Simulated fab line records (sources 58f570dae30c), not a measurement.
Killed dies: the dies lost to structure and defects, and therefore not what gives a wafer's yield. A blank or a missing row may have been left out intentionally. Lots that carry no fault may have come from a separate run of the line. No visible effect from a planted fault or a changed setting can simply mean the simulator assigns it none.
A struck lot beside a sound one / flow berkeley-cmos170 / 16 steps out of a route of 331
Sound: wafers L601.2, L601.4, L601.5. Wafers struck: L614.3, L614.4, L614.5. The cause is named last.
At each step with rows: each side's tool, then ch and its chambers, then its first start. Under that, the readings that differ: sound wafers / struck wafers / difference of the means / sigmas: that difference in standard deviations of wafers without a fault.
alike: readings whose means differ by less than 2 such deviations, and words and numbers that are the same on both sides. not compared: withheld readings, readings that some wafer has no value for, bounds like >300 that may hide the same value, and numbers for which the record gives no deviation and whose values overlap.
The two part at a step that has a row with sigmas, a row that says differs or no value, or rows on one side only. Non-overlapping numbers with no deviation appear without sigmas and do not part them. Lack of a reading on every wafer of one side parts them only where that side has two or more wafers.

UCB170_M1_SPUTTER_00: material Al, target thk 600 nm, time 80 s.
  struck on pvd-sputter-03, day 12 11:28; sound on pvd-sputter-01, day 8 21:53
  alike: chamber-pressure-pa, throttle-valve-pct
UCB170_M1_RS_MEAS_01: uses a four-point probe to measure.
  struck on film-metro-04, day 12 11:34; sound on film-metro-01, day 8 21:58
  alike: M1_AL_RS
UCB170_M1_THK_MEAS_02: measures by xrf.
  struck on film-metro-04, day 12 11:40; sound on film-metro-01, day 8 22:05
  alike: M1_AL_THK
then, 6 steps without rows for these wafers: UCB170_M1_COAT_03; UCB170_M1_COAT_04 (resist thk 900 nm); UCB170_M1_SOFTBAKE_05 (time 60 s); UCB170_M1_EXPOSE_06 (exposes mask METAL1, target cd 700 nm); UCB170_M1_PEB_07; UCB170_M1_DEVELOP_08 (develop time 45 s).
UCB170_M1_CD_MEAS_09: the cd target is 700 nm.
  struck on cd-sem-01, day 12 12:35; sound on cd-sem-02, day 8 22:59
  alike: cd-nm
UCB170_M1_OVL_MEAS_10:
  struck on overlay-01, day 12 12:40; sound on overlay-01, day 8 23:05
  alike: M1_OVL
UCB170_M1_ETCH_11: etches BARC in N2/H2.
  sound on rie-diel-02 ch 1,2, day 8 23:07; struck on rie-diel-02 ch 0,3, day 12 12:42
  alike: drypump-motor-current-A, oes-product-au, throttle-valve-pct
UCB170_M1_METAL_ETCH_12: etches Al in Cl2/BCl3, stops on PSG, target depth 780 nm, time 130 s.
  sound on rie-metal-04 ch 0,1, day 8 23:10; struck on rie-metal-02 ch 0,1, day 12 12:47
reading=oes-product-au (a.u.); sound=0.840 0.828 0.862; struck=0.706 0.728 0.701; difference=-0.132; sigmas=-9
reading=over-etch-frac; sound=0.3 0.3 0.3; struck=0.75 0.75 0.75; difference=+0.45; sigmas=
reading=model.KrF_of_M1_COAT_04.thk-nm (nm); sound=443.4 442.1 423.5; struck=286.1 285.7 283.3; difference=-151.3; sigmas=
reading=model.PSG_of_CONTACT_CVD_01.thk-nm (nm); sound=664.8 663 661.6; struck=654.1 651.4 646.7; difference=-12.4; sigmas=
reading=model.M1.feature-depth-nm (nm); sound=629.5 626.6 634.2; struck=648 651.8 646.6; difference=+19; sigmas=
  alike: drypump-motor-current-A, throttle-valve-pct
  not compared: rf-hours-counter-h
UCB170_M1_STRIP_13: strips in O2.
  sound on plasma-asher-04 ch 0,1, day 8 23:18; struck on plasma-asher-04 ch 0,1, day 12 12:55
reading=oes-product-au (a.u.); sound=0.723 0.718 0.717; struck=0.630 0.613 0.614; difference=-0.100; sigmas=-22
  alike: drypump-motor-current-A
  not compared: rf-hours-counter-h
UCB170_M1_CD_MEAS_90: the cd target is 700 nm.
  struck on cd-sem-02, day 12 13:22; sound on cd-sem-02, day 8 23:25
reading=cd-nm (nm); sound=702.2 701.2 699.3; struck=690.2 687.8 688.0; difference=-12.2; sigmas=-6
  not compared: hold
UCB170_M3_PROBE_99:
  record: rows for the struck wafers here (prober-02, day 13 07:25), none for the sound ones

## WHERE THEY PART
At UCB170_M1_METAL_ETCH_12 first; at UCB170_M3_PROBE_99 last (within this record only).

WHY: what the simulator had put in
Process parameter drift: rie-metal-02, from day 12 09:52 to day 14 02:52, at UCB170_M1_METAL_ETCH_12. A move of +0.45 in setting over-etch-frac, from 0.3. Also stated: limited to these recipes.
